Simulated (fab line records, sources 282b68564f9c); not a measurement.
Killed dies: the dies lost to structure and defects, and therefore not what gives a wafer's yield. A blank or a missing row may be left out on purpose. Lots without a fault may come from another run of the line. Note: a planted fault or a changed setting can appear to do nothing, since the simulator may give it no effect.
Which tool was responsible? -- flow ritCmos -- Sampling: 14 lots, 42 wafers, 3 of 202 route steps

## WHAT THE GAUGES SHOWED, per wafer
RIT_ACTIVE_CD_MEAS_90 targets a cd of 1400 nm. Usual: cdNm 1400.6 nm, standard deviation 1.9.
lot,measured,on,cdNm (nm),flag
L496,day 1 15:01,cdSem-01,1400.9 1400.4 1402.9,
L497,day 1 20:55,cdSem-01,1398.9 1400.9 1400.2,
L500,day 2 11:10,cdSem-02,1403.5 1403.0 1402.5,
L501,day 2 16:01,cdSem-02,1399.5 1400.1 1400.2,
L503,day 3 02:13,cdSem-02,1400.9 1400.9 1399.4,
L504,day 3 07:35,cdSem-02,1399.8 1398.5 1400.7,
L505,day 3 12:01,cdSem-02,1400.2 1400.8 1399.4,
L507,day 3 23:59,cdSem-02,1400.7 1399.1 1400.8,
L510,day 4 13:53,cdSem-01,1403.3 1402.6 1402.8,
L511,day 4 19:23,cdSem-01,1399.1 1400.3 1400.0,
L516,day 5 19:01,cdSem-02,1400.0 1398.6 1401.5,
L517,day 6 00:01,cdSem-01,1398.2 1398.5 1399.8,
L518,day 6 05:08,cdSem-01,1399.5 1399.3 1399.3,
L519,day 6 10:10,cdSem-02,1401.2 1397.3 1398.9,

RIT_FOX2_THK_MEAS_01. Usual: FOX2_OXIDE_THK gives 330 nm (standard deviation 5.8).
lot,measured,on,FOX2_OXIDE_THK (nm),flag
L496,day 1 19:52,filmMetro-02,330 340 337,
L497,day 2 00:14,filmMetro-04,346 339 346,
L500,day 2 14:37,filmMetro-02,329 328 328,
L501,day 2 19:22,filmMetro-02,332 329 332,
L503,day 3 05:42,filmMetro-02,329 330 329,
L504,day 3 11:41,filmMetro-02,334 335 331,
L505,day 3 16:52,filmMetro-04,348 343 338,
L507,day 4 04:09,filmMetro-04,328 331 326,
L510,day 4 17:10,filmMetro-03,324 328 327,
L511,day 4 22:52,filmMetro-04,324 328 328,
L516,day 5 22:44,filmMetro-04,327 334 337,
L517,day 6 03:22,filmMetro-04,329 328 329,
L518,day 6 09:02,filmMetro-04,319 315 319,
L519,day 6 13:41,filmMetro-02,325 334 331,

## WHICH TOOL RAN EACH LOT (tool, then ch and the chambers of the sampled wafers, then the start)
lot,RIT_ACTIVE_STRIP_14
L496,"plasmaAsher-03 ch 0,1, day 1 14:50"
L497,"plasmaAsher-04 ch 0,1, day 1 20:44"
L500,"plasmaAsher-03 ch 0,1, day 2 10:58"
L501,"plasmaAsher-04 ch 0,1, day 2 15:50"
L503,"plasmaAsher-02 ch 0, day 3 02:01"
L504,"plasmaAsher-04 ch 0,1, day 3 07:24"
L505,"plasmaAsher-04 ch 0,1, day 3 11:50"
L507,"plasmaAsher-04 ch 0,1, day 3 23:47"
L510,"plasmaAsher-03 ch 0,1, day 4 13:44"
L511,"plasmaAsher-03 ch 1, day 4 19:11"
L516,"plasmaAsher-03 ch 0,1, day 5 18:50"
L517,"plasmaAsher-04 ch 0,1, day 5 23:50"
L518,"plasmaAsher-02 ch 0,1, day 6 04:58"
L519,"plasmaAsher-04 ch 0,1, day 6 09:58"
- RIT_ACTIVE_STRIP_14: strips in O2, time 180 s.

## WHAT THE TOOLS THEMSELVES READ (means of the sampled wafers that have a number; where no wafer has one, the mark that the record gives instead)
RIT_ACTIVE_STRIP_14. Usual: drypumpMotorCurrentA 5.52 A, standard deviation 0.22; rfReflPowerW 6.7 W, standard deviation 1.3.
lot,tool,drypumpMotorCurrentA (A),rfReflPowerW (W),flag
L496,plasmaAsher-03,5.73,6.3,
L497,plasmaAsher-04,5.32,6.9,
L500,plasmaAsher-03,5.72,6.3,
L501,plasmaAsher-04,5.43,6.5,
L503,plasmaAsher-02,5.74,5.9,
L504,plasmaAsher-04,5.43,6.4,
L505,plasmaAsher-04,5.43,6.3,
L507,plasmaAsher-04,5.33,6.8,
L510,plasmaAsher-03,5.75,7.7,
L511,plasmaAsher-03,5.72,5.0,
L516,plasmaAsher-03,5.76,7.6,
L517,plasmaAsher-04,5.33,7.1,
L518,plasmaAsher-02,5.62,6.0,
L519,plasmaAsher-04,5.31,6.9,

## THE ANSWER, worked out from the rows above alone
Rule: take the mean of a lot's wafers that have a number; if it is more than 3 standard deviations from the usual mean, the lot is off. A lot without any number at a reading at which 4 lots or more have one is off too. Where the step has rows for the other lots, those lots are counted as sound. After the gauges, taken in route order, come the tools' own readings; for these a lot's mean is taken, as printed above. The first step at which some lot is off is used, and at that step the reading that is off furthest; a lot without a number counts as furthest.
No lot is off at any reading shown: from this, nothing can be told.

## WHAT THE SIMULATOR PUT IN
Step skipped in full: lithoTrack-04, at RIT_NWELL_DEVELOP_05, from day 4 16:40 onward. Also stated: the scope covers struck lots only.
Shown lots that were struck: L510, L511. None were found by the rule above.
